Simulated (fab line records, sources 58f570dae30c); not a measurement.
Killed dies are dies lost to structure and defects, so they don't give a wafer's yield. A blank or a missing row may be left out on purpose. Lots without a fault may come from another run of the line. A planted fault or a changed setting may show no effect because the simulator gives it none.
Which tool did it? | flow berkeley_cmos170 | 7 lots, 21 wafers sampled, at 1 step of a route of 331

WHAT THE GAUGES READ, wafer by wafer
UCB170_M1_CD_MEAS_09: target cd 700 nm.
lot  | measured     | on        | cd_nm (nm)
L222 | day 6 18:37  | cd_sem-01 | 700.0 700.4 699.9
L225 | day 7 14:43  | cd_sem-02 | 698.7 698.3 698.9
L226 | day 7 20:24  | cd_sem-01 | 698.5 696.9 697.6
L227 | day 7 22:18  | cd_sem-01 | 698.1 697.9 699.3
L241 | day 11 00:32 | cd_sem-01 | 700.9 699.2 701.4
L242 | day 11 02:29 | cd_sem-01 | 700.1 700.5 700.2
L244 | day 11 18:34 | cd_sem-01 | 700.2 701.2 700.2

WHICH TOOL RAN EACH LOT (tool, then ch and the chambers of the sampled wafers, then the start)
The record holds no process step before these readings.

THE ANSWER, worked out from the rows above alone
Rule: what is usual is taken from the lots themselves. Put in order of their means at a reading, lots are off if they are a third of the lots or fewer, leave a main group of 4 or more, and stand apart from it by a gap of 3 or more times the standard deviation of the main group's means; of several such gaps the widest counts. A main group whose means are all the same, to the digits that the tables above print for the reading, isn't used. A lot without any number at a reading at which 4 lots or more have one is off too. The other lots that the step has rows for count as sound.
No lot is off at any reading shown: from this, nothing can be told.

WHAT THE SIMULATOR HAD PUT IN
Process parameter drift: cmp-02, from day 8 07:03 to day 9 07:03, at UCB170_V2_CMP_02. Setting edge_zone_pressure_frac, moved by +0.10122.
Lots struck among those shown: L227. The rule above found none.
